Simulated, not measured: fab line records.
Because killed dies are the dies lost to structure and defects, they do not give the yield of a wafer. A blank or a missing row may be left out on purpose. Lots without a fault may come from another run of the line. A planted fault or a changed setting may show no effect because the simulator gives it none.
Commonality check across tools / flow berkeleyCmos170 / 45 wafers sampled across 15 lots

== WHAT PROMPTED THE OPENING ==
UCB170_CONTACT_THK_MEAS_02, reading CONTACT_PSG_THK: flagged on 3 of 15 lots. Fault-free wafers read 699 nm, with a standard deviation of 5.8.
Rule: a lot gets a flag if all its wafers with a number sit over 4 standard deviations from that mean, or if no wafer of it has a number. As for the other lots, they are considered sound.

lot=L492; measured=day 7 10:35; on=filmMetro-03; CONTACT_PSG_THK (nm), wafer by wafer=694 694 692; flag=
lot=L494; measured=day 7 11:55; on=filmMetro-03; CONTACT_PSG_THK (nm), wafer by wafer=686 693 691; flag=
lot=L495; measured=day 7 11:55; on=filmMetro-01; CONTACT_PSG_THK (nm), wafer by wafer=693 696 697; flag=
lot=L496; measured=day 7 11:56; on=filmMetro-02; CONTACT_PSG_THK (nm), wafer by wafer=704 705 703; flag=
lot=L498; measured=day 7 23:50; on=filmMetro-03; CONTACT_PSG_THK (nm), wafer by wafer=692 696 695; flag=
lot=L499; measured=day 8 07:53; on=filmMetro-01; CONTACT_PSG_THK (nm), wafer by wafer=698 699 693; flag=
lot=L502; measured=day 9 07:47; on=filmMetro-01; CONTACT_PSG_THK (nm), wafer by wafer=698 700 697; flag=
lot=L507; measured=day 10 05:22; on=filmMetro-02; CONTACT_PSG_THK (nm), wafer by wafer=695 702 693; flag=
lot=L509; measured=day 10 05:22; on=filmMetro-01; CONTACT_PSG_THK (nm), wafer by wafer=706 710 708; flag=
lot=L508; measured=day 10 05:22; on=filmMetro-03; CONTACT_PSG_THK (nm), wafer by wafer=688 691 689; flag=
lot=L506; measured=day 10 05:26; on=filmMetro-03; CONTACT_PSG_THK (nm), wafer by wafer=698 690 697; flag=
lot=L511; measured=day 11 01:25; on=filmMetro-02; CONTACT_PSG_THK (nm), wafer by wafer=865 861 860; flag=FLAGGED
lot=L512; measured=day 11 01:25; on=filmMetro-03; CONTACT_PSG_THK (nm), wafer by wafer=862 863 862; flag=FLAGGED
lot=L513; measured=day 11 01:25; on=filmMetro-01; CONTACT_PSG_THK (nm), wafer by wafer=858 858 859; flag=FLAGGED
lot=L515; measured=day 11 04:34; on=filmMetro-03; CONTACT_PSG_THK (nm), wafer by wafer=701 707 702; flag=
Average over the flagged lots: 861 nm; offset from the usual +162 nm, equal to +28 standard deviations.

== TOOL THAT RAN EACH LOT ==
The record holds 2 process steps before the reading, out of a route of 331 steps. Read each cell as the tool, then ch plus the chambers that the sampled wafers visited, then the start.
lot=L492; flag=; UCB170_GATE_STRIP_16=plasmaAsher-04 ch 0,1, day 6 11:03; UCB170_CONTACT_CVD_01=lpcvd-02 ch 1, day 7 08:49
lot=L494; flag=; UCB170_GATE_STRIP_16=plasmaAsher-01 ch 0,1, day 6 11:17; UCB170_CONTACT_CVD_01=lpcvd-01 ch 0, day 7 10:08
lot=L495; flag=; UCB170_GATE_STRIP_16=plasmaAsher-02 ch 0,1, day 6 17:37; UCB170_CONTACT_CVD_01=lpcvd-01 ch 0, day 7 10:08
lot=L496; flag=; UCB170_GATE_STRIP_16=plasmaAsher-04 ch 0,1, day 6 17:58; UCB170_CONTACT_CVD_01=lpcvd-01 ch 0, day 7 10:08
lot=L498; flag=; UCB170_GATE_STRIP_16=plasmaAsher-02 ch 0,1, day 7 06:37; UCB170_CONTACT_CVD_01=lpcvd-02 ch 1, day 7 22:02
lot=L499; flag=; UCB170_GATE_STRIP_16=plasmaAsher-01 ch 0,1, day 7 14:03; UCB170_CONTACT_CVD_01=lpcvd-02 ch 0, day 8 06:06
lot=L502; flag=; UCB170_GATE_STRIP_16=plasmaAsher-02 ch 0,1, day 8 16:49; UCB170_CONTACT_CVD_01=lpcvd-02 ch 0, day 9 05:59
lot=L507; flag=; UCB170_GATE_STRIP_16=plasmaAsher-01 ch 0,1, day 9 12:37; UCB170_CONTACT_CVD_01=lpcvd-01 ch 1, day 10 03:35
lot=L509; flag=; UCB170_GATE_STRIP_16=plasmaAsher-04 ch 0,1, day 9 12:29; UCB170_CONTACT_CVD_01=lpcvd-01 ch 0, day 10 03:35
lot=L508; flag=; UCB170_GATE_STRIP_16=plasmaAsher-02 ch 0,1, day 9 12:15; UCB170_CONTACT_CVD_01=lpcvd-01 ch 0, day 10 03:35
lot=L506; flag=; UCB170_GATE_STRIP_16=plasmaAsher-02 ch 0,1, day 9 12:51; UCB170_CONTACT_CVD_01=lpcvd-01 ch 1, day 10 03:35
lot=L511; flag=FLAGGED; UCB170_GATE_STRIP_16=plasmaAsher-04 ch 0, day 10 05:46; UCB170_CONTACT_CVD_01=lpcvd-01 ch 1, day 10 23:38
lot=L512; flag=FLAGGED; UCB170_GATE_STRIP_16=plasmaAsher-04 ch 0,1, day 10 05:30; UCB170_CONTACT_CVD_01=lpcvd-01 ch 1, day 10 23:38
lot=L513; flag=FLAGGED; UCB170_GATE_STRIP_16=plasmaAsher-01 ch 0,1, day 10 05:53; UCB170_CONTACT_CVD_01=lpcvd-01 ch 0, day 10 23:38
lot=L515; flag=; UCB170_GATE_STRIP_16=plasmaAsher-02 ch 0,1, day 10 12:23; UCB170_CONTACT_CVD_01=lpcvd-02 ch 1, day 11 02:47
What the steps here do:
- UCB170_GATE_STRIP_16: strips in O2.
- UCB170_CONTACT_CVD_01: deposits PSG from SiH4/O2/PH3, target thk 700 nm, time 2820 s.
- UCB170_CONTACT_THK_MEAS_02

== FLAGGED OVER TOTAL, TOOL BY TOOL (the gauges that took the reading come last) ==
step=UCB170_GATE_STRIP_16; tool=plasmaAsher-01; lots run=4; flagged=1; share of the flagged lots=some; sound lots run after its first flagged lot=0
step=UCB170_GATE_STRIP_16; tool=plasmaAsher-02; lots run=6; flagged=0; share of the flagged lots=none; sound lots run after its first flagged lot=-
step=UCB170_GATE_STRIP_16; tool=plasmaAsher-04; lots run=5; flagged=2; share of the flagged lots=some; sound lots run after its first flagged lot=0
step=UCB170_CONTACT_CVD_01; tool=lpcvd-01; lots run=10; flagged=3; share of the flagged lots=all; sound lots run after its first flagged lot=0
step=UCB170_CONTACT_CVD_01; tool=lpcvd-02; lots run=5; flagged=0; share of the flagged lots=none; sound lots run after its first flagged lot=-
step=UCB170_CONTACT_THK_MEAS_02; tool=filmMetro-01; lots run=5; flagged=1; share of the flagged lots=some; sound lots run after its first flagged lot=0
step=UCB170_CONTACT_THK_MEAS_02; tool=filmMetro-02; lots run=3; flagged=1; share of the flagged lots=some; sound lots run after its first flagged lot=0
step=UCB170_CONTACT_THK_MEAS_02; tool=filmMetro-03; lots run=7; flagged=1; share of the flagged lots=some; sound lots run after its first flagged lot=1 (L515)

== WHAT THE TABLE PERMITS ==
All flagged lots share 1 row of the table, namely lpcvd-01 at UCB170_CONTACT_CVD_01.
- lpcvd-01 at UCB170_CONTACT_CVD_01 ran 10 lots, 3 of them flagged. Last sound lot L506 at day 10 03:35, first flagged lot L511 at day 10 23:38; a fault beginning in between fits. Its own readings lie more than 4 standard deviations out on every wafer of the flagged lots: pressureMtorr.
What remains is a single tool, lpcvd-01 at UCB170_CONTACT_CVD_01.

== WHAT THE SIMULATOR HAD PUT IN ==
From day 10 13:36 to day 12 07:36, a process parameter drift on lpcvd-01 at UCB170_CONTACT_CVD_01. The setting pressureMtorr was moved by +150, starting from 300. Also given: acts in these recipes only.
Shown lots that were struck: L511, L512, L513. Same finding as the rule above.
